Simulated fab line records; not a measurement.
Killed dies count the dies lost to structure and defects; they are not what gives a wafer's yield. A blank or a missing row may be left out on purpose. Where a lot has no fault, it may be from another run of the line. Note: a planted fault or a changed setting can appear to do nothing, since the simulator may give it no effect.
A struck lot beside a sound one    flow rit-cmos    17 steps out of a route of 202
Sound: the wafers L658.1, L658.4, L658.5. Wafers L661.1, L661.5, L661.6 were the ones struck. The cause is given at the end.
Per side, at each step with rows, come the tool, then ch with its chambers, and then its first start. Under that, the readings that differ: sound wafers    struck wafers    difference of the means    sigmas: that difference in standard deviations of wafers without a fault.
alike: readings whose means differ by less than 2 such deviations, and words and numbers that are the same on both sides. not compared: withheld readings, readings that some wafer has no value for, bounds like >300 that may hide the same value, and numbers for which the record gives no deviation and whose values overlap.
Wherever a step has rows on one side only, a row that says differs or no value, or a row with sigmas, the two part there. Numbers that don't overlap but have no deviation are shown without sigmas and don't part them. A reading missing from all wafers of one side parts the sides only when that side holds two or more wafers.

first, 2 steps without rows for these wafers: RIT_NRETRO_HARDBAKE_07 (time 120 s); RIT_NRETRO_IMPLANT_08.
RIT_NRETRO_STRIP_09: strips in O2, time 180 s.
  sound on plasma-asher-02 ch 0, day 5 16:19; struck on plasma-asher-02 ch 0,1, day 6 07:10
  alike: drypump-motor-current-A, o2-flow-sccm
  not compared: rf-hours-counter-h
RIT_NRETRO_TW_MEAS_10:
  struck on film-metro-02, day 6 07:21; sound on film-metro-02, day 5 16:29
  alike: NRETRO_TW
then, 6 steps without rows for these wafers: RIT_PRETRO_HMDS_00 (prime time 60 s); RIT_PRETRO_COAT_01 (resist thk 1300 nm); RIT_PRETRO_SOFTBAKE_02 (time 60 s); RIT_PRETRO_EXPOSE_03 (exposes mask M5, target cd 43700 nm); RIT_PRETRO_PEB_04; RIT_PRETRO_DEVELOP_05 (develop time 68 s).
RIT_PRETRO_OVL_MEAS_06:
  struck on overlay-02, day 6 08:26; sound on overlay-01, day 5 17:26
reading          sound          struck       difference  sigmas
PRETRO_OVL (nm)  -1.0 -1.5 0.5  3.4 1.4 4.5  +3.8        +3
then, 1 step without rows for these wafers: RIT_PRETRO_HARDBAKE_07 (time 120 s).
RIT_PRETRO_IMPLANT_08:
  sound on implanter-03 ch 0, day 5 17:43; struck on implanter-01 ch 0, day 6 08:44
reading                    sound                 struck                difference  sigmas
beam-energy-keV            44.995 44.995 44.990  32.677 32.697 32.702  -12.301     -99 or more
model.implant.rp-nm (nm)   140.4 140.4 140.4     107 107 107           -33         
model.implant.drp-nm (nm)  55.07 55.07 55.07     45.59 45.59 45.59     -9.48       
  alike: tilt-deg
RIT_PRETRO_STRIP_09: strips in O2, time 180 s.
  sound on plasma-asher-02 ch 0,1, day 5 17:52; struck on plasma-asher-04 ch 0,1, day 6 08:53
reading                      sound           struck          difference  sigmas
drypump-motor-current-A (A)  5.52 5.52 5.46  6.10 6.11 6.54  +0.75       +3
  alike: o2-flow-sccm
  not compared: rf-hours-counter-h
RIT_PRETRO_TW_MEAS_10:
  struck on film-metro-02, day 6 09:04; sound on film-metro-01, day 5 18:02
reading    sound              struck             difference  sigmas
PRETRO_TW  473.1 471.7 471.2  451.6 448.7 451.7  -21.3       -10
then, 1 step without rows for these wafers: RIT_GATE_WET_ETCH_00 (etches SiO2 in BOE, target depth 56 nm, time 60 s).
RIT_M1_PROBE_99:
  struck on prober-01, day 7 14:06; sound on prober-02, day 6 23:09
reading                                     sound                 struck                difference  sigmas
model.etest.nmos_0p3.r-on-ohm-um            2142 2170 2144        2366 2374 2397        +227        
model.etest.nmos_0p15.r-on-ohm-um           1149 1148 1140        1177 1192 1204        +45         
model.etest.nmos-turned.drive-ua-um         322.3 316 327.7       266.3 255.2 254.8     -63.2       
model.etest.nmos_0p15.drive-ua-um           471 476.6 477.8       429.9 418.7 416.4     -53.5       
model.etest.nmos-narrow.drive-ua-um         232.9 231.1 235.5     186.1 184.8 181.9     -48.9       
model.etest.nmos_0p3.drive-ua-um            234.1 231.2 235.7     190.1 187.7 184.9     -46.1       
model.etest.nmos_0p15.swing-mv-dec          84.97 85.59 84.72     87.89 87.37 88.12     +2.70       
model.etest.retro-edge-nmos.off-log10-a-um  -10.01 -9.709 -10.03  -10.79 -11.24 -10.98  -1.09       
  alike: killed_at_M0_to_M3, killed-at-contacts, killed-at-front-end, killed-dies, killed-open, killed-short

## WHERE THEY PART
First at RIT_PRETRO_OVL_MEAS_06; last, within this record, at RIT_PRETRO_TW_MEAS_10. Later steps at which nothing parts them and some readings are alike: RIT_M1_PROBE_99.

WHY: what had been put in by the simulator
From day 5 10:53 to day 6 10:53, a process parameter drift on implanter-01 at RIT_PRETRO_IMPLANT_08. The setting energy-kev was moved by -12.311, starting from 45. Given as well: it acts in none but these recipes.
